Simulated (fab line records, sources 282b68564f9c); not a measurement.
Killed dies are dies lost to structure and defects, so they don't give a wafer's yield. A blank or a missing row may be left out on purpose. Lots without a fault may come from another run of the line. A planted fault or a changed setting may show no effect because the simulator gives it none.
Which tool did it? | flow rit_cmos | 12 lots, 36 wafers sampled, at 3 steps of a route of 202

WHAT THE GAUGES READ, wafer by wafer
RIT_SDANNEAL_RS_MEAS_04: measures by four-point-probe.
lot  | measured    | on            | PSD_RS (ohm/sq)
L288 | day 3 06:04 | film_metro-03 | 115.88 115.83 116.40
L289 | day 3 10:35 | film_metro-03 | 115.48 115.70 115.67
L290 | day 3 15:55 | film_metro-03 | 115.98 116.03 116.22
L291 | day 3 21:59 | film_metro-01 | 115.62 116.07 115.90
L297 | day 5 05:20 | film_metro-04 | 121.42 121.56 120.92
L298 | day 5 10:38 | film_metro-04 | 116.00 115.87 116.18
L299 | day 5 15:58 | film_metro-01 | 121.49 121.53 121.16
L303 | day 6 12:41 | film_metro-03 | 116.00 116.18 116.12
L305 | day 7 03:52 | film_metro-01 | 115.73 115.86 115.82
L306 | day 7 14:16 | film_metro-03 | 116.13 115.96 116.08
L308 | day 7 21:53 | film_metro-01 | 116.08 116.28 116.06
L311 | day 8 15:26 | film_metro-04 | 115.86 116.06 115.63

RIT_SDANNEAL_RS_MEAS_06: measures by four-point-probe.
lot  | measured    | on            | PLDD_RS (ohm/sq)
L288 | day 3 06:18 | film_metro-03 | 178.3 178.2 178.6
L289 | day 3 10:49 | film_metro-03 | 178.6 179.2 179.4
L290 | day 3 16:10 | film_metro-03 | 179.5 179.6 179.8
L291 | day 3 22:14 | film_metro-01 | 178.2 178.8 178.5
L297 | day 5 05:34 | film_metro-04 | 183.1 183.3 183.1
L298 | day 5 10:53 | film_metro-04 | 177.8 178.4 178.7
L299 | day 5 16:13 | film_metro-01 | 184.4 183.9 183.8
L303 | day 6 12:55 | film_metro-03 | 178.7 178.9 178.9
L305 | day 7 04:06 | film_metro-01 | 179.1 178.2 179.0
L306 | day 7 14:31 | film_metro-03 | 179.5 178.2 179.1
L308 | day 7 22:08 | film_metro-01 | 179.6 178.9 179.0
L311 | day 8 15:41 | film_metro-04 | 178.4 178.6 178.8

WHICH TOOL RAN EACH LOT (tool, then ch and the chambers of the sampled wafers, then the start)
lot  | RIT_SDANNEAL_RTA_03
L288 | rtp_anneal-01 ch 0, day 3 06:00
L289 | rtp_anneal-02 ch 0, day 3 10:31
L290 | rtp_anneal-01 ch 0, day 3 15:51
L291 | rtp_anneal-02 ch 0, day 3 21:56
L297 | rtp_anneal-02 ch 0, day 5 05:15
L298 | rtp_anneal-01 ch 0, day 5 10:34
L299 | rtp_anneal-02 ch 0, day 5 15:54
L303 | rtp_anneal-01 ch 0, day 6 12:37
L305 | rtp_anneal-01 ch 0, day 7 03:47
L306 | rtp_anneal-01 ch 0, day 7 14:13
L308 | rtp_anneal-01 ch 0, day 7 21:49
L311 | rtp_anneal-01 ch 0, day 8 15:22
- RIT_SDANNEAL_RTA_03: time 5 s.

WHAT THE TOOLS THEMSELVES READ (means of the sampled wafers that have a number; where no wafer has one, the mark that the record gives instead)
RIT_SDANNEAL_RTA_03.
lot  | tool          | ramp_up_c_per_s | wafer_temp_C_max
L288 | rtp_anneal-01 | 342.00          | 1053.4
L289 | rtp_anneal-02 | 341.97          | 1053.1
L290 | rtp_anneal-01 | 342.03          | 1052.8
L291 | rtp_anneal-02 | 341.99          | 1053.7
L297 | rtp_anneal-02 | 342.00          | 1045.5
L298 | rtp_anneal-01 | 342.01          | 1052.9
L299 | rtp_anneal-02 | 342.00          | 1045.6
L303 | rtp_anneal-01 | 342.03          | 1053.0
L305 | rtp_anneal-01 | 341.95          | 1052.3
L306 | rtp_anneal-01 | 341.94          | 1053.0
L308 | rtp_anneal-01 | 341.98          | 1053.9
L311 | rtp_anneal-01 | 342.00          | 1052.8

THE ANSWER, worked out from the rows above alone
Rule: what is usual is taken from the lots themselves. Put in order of their means at a reading, lots are off if they are a third of the lots or fewer, leave a main group of 4 or more, and stand apart from it by a gap of 3 or more times the standard deviation of the main group's means; of several such gaps the widest counts. A main group whose means are all the same, to the digits that the tables above print for the reading, isn't used. A lot without any number at a reading at which 4 lots or more have one is off too. The other lots that the step has rows for count as sound. The gauges are gone through in route order, then the tools' own readings, and for those a lot's mean is taken as printed above. The first step at which some lot is off is used, and at that step the reading that is off furthest; a lot without a number counts as furthest.
Off: L297, L299, at RIT_SDANNEAL_RS_MEAS_04 (PSD_RS). The main group: mean 115.96 ohm/sq, standard deviation 0.16.
A tool fits if, at a process step before that reading, it ran every lot that is off, and no sound lot after the first of them. The gauges at RIT_SDANNEAL_RS_MEAS_04 aren't tried: what is off there is off at RIT_SDANNEAL_RTA_03 too, on other tools, and a gauge's error can't cause that. One fits: rtp_anneal-02 at RIT_SDANNEAL_RTA_03. Its last sound lot is L291 (day 3 21:56), its first lot that is off L297 (day 5 05:15): a fault that began between those two fits.
The tool's own readings at RIT_SDANNEAL_RTA_03 bear it out: on the lots that are off they differ by more than 5 times the standard deviation of the sound lots' means. wafer_temp_C_max reads 1045.5 there against 1053.1 on the sound lots.

WHAT THE SIMULATOR HAD PUT IN
Process parameter drift: rtp_anneal-02, from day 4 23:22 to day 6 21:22, at RIT_SDANNEAL_RTA_03. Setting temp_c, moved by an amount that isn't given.
Lots struck among those shown: L297, L299. The rule above found the same.
